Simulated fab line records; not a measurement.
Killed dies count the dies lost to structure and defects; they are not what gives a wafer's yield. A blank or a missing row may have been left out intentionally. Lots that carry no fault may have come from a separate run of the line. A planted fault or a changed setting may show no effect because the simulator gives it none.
One fault seen from 2 desks -- flow rit cmos -- each desk has only its own numbers; what lay behind them comes last

FROM THE METROLOGY DESK
Lot by lot, what the gauges showed, no matter which tool ran the lot: averages of those sampled wafers that carry a number. Any lot whose mean is over 4 standard deviations away from the usual mean is out of limits and marked OUT; that distance is given in the brackets.
Columns: A = PLDD_OVL at RIT_PLDD_OVL_MEAS_06, usual 0.6 nm; B = PLDD_TW at RIT_PLDD_TW_MEAS_10, usual 2393; C = SPACER_NITRIDE_THK at RIT_SPACER_THK_MEAS_04, usual 250.3 nm; D = NSD_OVL at RIT_NSD_OVL_MEAS_06, usual 1.4 nm
lot,first seen here,A,B,C,D
L332,day 3 11:25,-0.3,2388,254.5,1.6
L334,day 3 20:49,2.2,2374,249.1,-0.2
L337,day 4 12:43,0.5,2401,250.9,4.1
L341,day 5 10:21,1.3,2411,252.9,0.8
L349,day 7 02:33,0.3,2378,248.0,1.9
L350,day 7 04:51,1.3,2392,251.5,0.3
Finding of this desk: none of the 6 lots has anything out of limits.

AT THE TOOL OWNER'S DESK: litho track-04
The tool's own readings at RIT_NSD_COAT_01 (resist thk 1000 nm): means of the sampled wafers that have a number, for each lot that ran on this tool. Any lot whose mean is over 4 standard deviations away from the usual mean is out of limits and marked OUT; that distance is given in the brackets.
Columns: A = spin speed rpm at RIT_NSD_COAT_01, usual 3250.0 rpm
lot,first seen here,A
L334,day 4 00:04,3253.1
L349,day 7 06:57,3171.7 (-31) OUT
L350,day 7 09:45,3168.8 (-32) OUT
This desk's finding: out of limits on L349, L350; first on L349, day 7 06:57 (spin speed rpm at RIT_NSD_COAT_01). Within limits: L334.

ALL TOGETHER
The tool owner's desk had the chance to raise an alarm at day 7 06:57 on L349, L350.
At the metrology desk, nothing out of limits was observed.
The metrology desk has L349, L350 on record, within its limits.
Every lot named ran RIT_NSD_COAT_01 on litho track-04.

WHAT WAS PUT IN BY THE SIMULATOR
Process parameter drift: litho track-04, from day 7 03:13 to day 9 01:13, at RIT_NSD_COAT_01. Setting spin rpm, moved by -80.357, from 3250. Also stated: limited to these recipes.
Lots struck among those shown: L349, L350.
Hours from the fault's start to each desk's first reading out of limits: the tool owner's desk, 4.
